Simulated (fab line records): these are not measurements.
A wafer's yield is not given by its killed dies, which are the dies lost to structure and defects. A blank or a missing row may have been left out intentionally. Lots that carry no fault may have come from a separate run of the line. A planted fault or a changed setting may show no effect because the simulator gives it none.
Which tool did it? | flow berkeley cmos170 | Sampling: 14 lots, 42 wafers, 6 of 331 route steps

WHAT EACH GAUGE READ, for each wafer
UCB170_V1_CD_MEAS_12 targets a cd of 700 nm.
lot  | measured     | on        | cd nm (nm)
L659 | day 8 05:46  | cd sem-01 | 698.8 698.1 699.5
L660 | day 8 11:01  | cd sem-01 | 703.4 701.1 702.0
L661 | day 8 20:10  | cd sem-01 | 699.6 699.4 699.9
L662 | day 9 05:13  | cd sem-01 | 699.8 700.9 700.9
L667 | day 9 21:17  | cd sem-01 | 697.5 699.3 697.9
L668 | day 10 19:26 | cd sem-01 | 700.5 699.4 698.9
L672 | day 11 03:36 | cd sem-01 | 700.1 698.4 698.6
L670 | day 11 04:21 | cd sem-01 | 701.5 700.6 703.3
L675 | day 11 16:31 | cd sem-01 | 698.7 696.7 698.6
L674 | day 11 20:32 | cd sem-01 | 698.3 699.0 699.7
L678 | day 13 12:25 | cd sem-02 | 698.7 699.0 700.0
L679 | day 13 20:40 | cd sem-02 | 697.6 698.8 698.1
L682 | day 13 23:19 | cd sem-01 | 697.2 696.5 697.5
L681 | day 14 01:39 | cd sem-01 | 699.9 701.9 699.6

UCB170_V2_CD_MEAS_90 targets a cd of 700 nm.
lot  | measured     | on        | cd nm (nm)
L659 | day 8 11:47  | cd sem-02 | 699.5 701.9 699.3
L660 | day 8 16:34  | cd sem-01 | 699.7 699.6 700.6
L661 | day 9 01:46  | cd sem-01 | 701.0 700.3 700.4
L662 | day 9 11:45  | cd sem-01 | 699.2 700.0 698.5
L667 | day 10 05:19 | cd sem-01 | 699.6 698.4 698.0
L668 | day 11 00:53 | cd sem-01 | 699.2 698.5 699.8
L672 | day 11 09:07 | cd sem-02 | 699.3 700.1 697.8
L670 | day 11 09:33 | cd sem-02 | 699.1 700.6 699.8
L675 | day 11 22:17 | cd sem-01 | 701.0 699.2 700.0
L674 | day 12 03:07 | cd sem-02 | 698.7 700.1 698.0
L678 | day 13 19:02 | cd sem-01 | 702.1 701.2 701.7
L679 | day 14 06:41 | cd sem-02 | 700.0 700.8 700.7
L682 | day 14 09:04 | cd sem-02 | 698.4 698.5 697.8
L681 | day 14 09:47 | cd sem-02 | 700.1 700.0 699.8

UCB170_M3_RS_MEAS_02: measurement is done with a four-point probe.
lot  | measured     | on            | M3_AL_RS (ohm/sq)
L659 | day 8 12:04  | film metro-03 | 0.0323 0.0319 0.0320
L660 | day 8 16:50  | film metro-04 | 0.0322 0.0316 0.0323
L661 | day 9 02:02  | film metro-04 | 0.0320 0.0324 0.0320
L662 | day 9 12:01  | film metro-04 | 0.0328 0.0321 0.0321
L667 | day 10 05:35 | film metro-04 | 0.0477 0.0476 0.0472 0.0477 0.0475 0.0474
L668 | day 11 01:10 | film metro-02 | 0.0323 0.0327 0.0326
L672 | day 11 09:23 | film metro-04 | 0.0321 0.0323 0.0320
L670 | day 11 09:49 | film metro-03 | 0.0445 0.0465 0.0462 0.0446 0.0464 0.0463
L675 | day 11 22:34 | film metro-02 | 0.0321 0.0322 0.0320
L674 | day 12 03:23 | film metro-03 | 0.0325 0.0329 0.0327
L678 | day 13 19:19 | film metro-03 | 0.0324 0.0327 0.0325
L679 | day 14 06:58 | film metro-02 | 0.0326 0.0320 0.0323
L682 | day 14 09:20 | film metro-04 | 0.0323 0.0320 0.0321
L681 | day 14 10:04 | film metro-03 | 0.0318 0.0321 0.0320

UCB170_M3_THK_MEAS_03: measures by xrf.
lot  | measured     | on            | M3_AL_THK (nm)
L659 | day 8 12:11  | film metro-03 | 885 897 895
L660 | day 8 16:56  | film metro-04 | 887 910 889
L661 | day 9 02:08  | film metro-04 | 898 882 893
L662 | day 9 12:08  | film metro-04 | 875 893 891
L667 | day 10 10:45 | film metro-04 | 604 611 617 608 607 614
L668 | day 11 01:17 | film metro-02 | 895 881 892
L672 | day 11 09:30 | film metro-04 | 889 890 906
L670 | day 11 12:08 | film metro-03 | 642 617 618 641 612 617
L675 | day 11 22:41 | film metro-02 | 903 898 901
L674 | day 12 03:30 | film metro-03 | 878 868 870
L678 | day 13 19:26 | film metro-03 | 882 870 883
L679 | day 14 07:05 | film metro-02 | 888 900 889
L682 | day 14 09:26 | film metro-04 | 895 908 899
L681 | day 14 10:11 | film metro-03 | 894 883 890

UCB170_M3_OVL_MEAS_16.
lot  | measured     | on         | M3_OVL (nm)
L659 | day 8 13:58  | overlay-02 | -5 -8 -8
L660 | day 8 18:44  | overlay-01 | 1 -11 -1
L661 | day 9 04:00  | overlay-01 | 1 9 3
L662 | day 9 13:53  | overlay-02 | 3 4 0
L667 | day 10 18:04 | overlay-01 | -3 -5 -3
L668 | day 11 03:22 | overlay-02 | -2 4 -7
L672 | day 11 11:22 | overlay-01 | -2 0 -6
L670 | day 11 15:28 | overlay-01 | 5 10 7
L675 | day 12 01:13 | overlay-01 | 3 -3 6
L674 | day 12 05:52 | overlay-01 | 1 3 -9
L678 | day 13 21:41 | overlay-02 | 6 -2 0
L679 | day 14 10:01 | overlay-02 | -3 -8 -7
L682 | day 14 12:05 | overlay-01 | -7 -8 -8
L681 | day 14 13:25 | overlay-01 | 8 2 -2

WHAT TOOL EACH LOT RAN ON (gives the tool, then ch and the chambers of the sampled wafers, and finally the start)
lot  | UCB170_M3_SPUTTER_01
L659 | pvd sputter-03, day 8 11:59
L660 | pvd sputter-02, day 8 16:43
L661 | pvd sputter-01, day 9 01:55
L662 | pvd sputter-03, day 9 11:56
L667 | pvd sputter-02, day 10 05:31
L668 | pvd sputter-01, day 11 01:05
L672 | pvd sputter-03, day 11 09:17
L670 | pvd sputter-02, day 11 09:41
L675 | pvd sputter-03, day 11 22:29
L674 | pvd sputter-01, day 12 03:18
L678 | pvd sputter-01, day 13 19:14
L679 | pvd sputter-03, day 14 06:53
L682 | pvd sputter-02, day 14 09:14
L681 | pvd sputter-03, day 14 09:58
- UCB170_M3_SPUTTER_01: material Al, target thk 900 nm, time 120 s.

WHAT THE TOOLS THEMSELVES READ (means of the sampled wafers that have a number; where no wafer has one, the mark that the record gives instead)
UCB170_M3_SPUTTER_01.
lot  | tool           | cathode dc power W (W) | chamber pressure pa (Pa) | throttle valve pct (%)
L659 | pvd sputter-03 | 6000.6                 | 0.5009                   | 29.2
L660 | pvd sputter-02 | 6000.7                 | 0.5006                   | 29.5
L661 | pvd sputter-01 | 6000.6                 | 0.4998                   | 29.8
L662 | pvd sputter-03 | 6000.0                 | 0.5002                   | 29.6
L667 | pvd sputter-02 | 4263.9                 | 0.5005                   | 28.9
L668 | pvd sputter-01 | 5999.1                 | 0.4993                   | 31.2
L672 | pvd sputter-03 | 5999.8                 | 0.5007                   | 29.7
L670 | pvd sputter-02 | 4262.7                 | 0.5005                   | 29.9
L675 | pvd sputter-03 | 5998.3                 | 0.5003                   | 29.8
L674 | pvd sputter-01 | 5999.8                 | 0.4998                   | 29.6
L678 | pvd sputter-01 | 6000.9                 | 0.4990                   | 30.9
L679 | pvd sputter-03 | 5999.3                 | 0.4989                   | 30.2
L682 | pvd sputter-02 | 5999.9                 | 0.4997                   | 29.0
L681 | pvd sputter-03 | 6000.0                 | 0.4999                   | 29.8

THE ANSWER, worked out from the rows above alone
Rule: the usual values come from the lots themselves. Put in order of their means at a reading, lots are off if they are a third of the lots or fewer, leave a main group of 4 or more, and stand apart from it by a gap of 3 or more times the standard deviation of the main group's means; of several such gaps the widest counts. The tables above print the reading to a certain number of digits; a main group whose means all agree to those digits is not used. Also off: a lot with no number at a reading for which 4 or more lots have one. Where the step has rows for the other lots, those lots are counted as sound. Order of review: gauges by route order, followed by the tools' own readings, for which a lot's mean as printed above is used. The first step at which some lot is off is used, and at that step the reading that is off furthest; a lot without a number counts as furthest.
Off: L667, L670, seen at UCB170_M3_RS_MEAS_02 (M3_AL_RS). Mean 0.0322 ohm/sq and standard deviation 0.00022 in the main group.
A tool fits if, at a process step before that reading, it ran every lot that is off, and no sound lot after the first of them. Not tried: the gauges at UCB170_M3_RS_MEAS_02; whatever is off there is also off at UCB170_M3_SPUTTER_01, on other tools, and gauge error can't account for it. Of those tried, none fits.

WHAT THE SIMULATOR PUT IN
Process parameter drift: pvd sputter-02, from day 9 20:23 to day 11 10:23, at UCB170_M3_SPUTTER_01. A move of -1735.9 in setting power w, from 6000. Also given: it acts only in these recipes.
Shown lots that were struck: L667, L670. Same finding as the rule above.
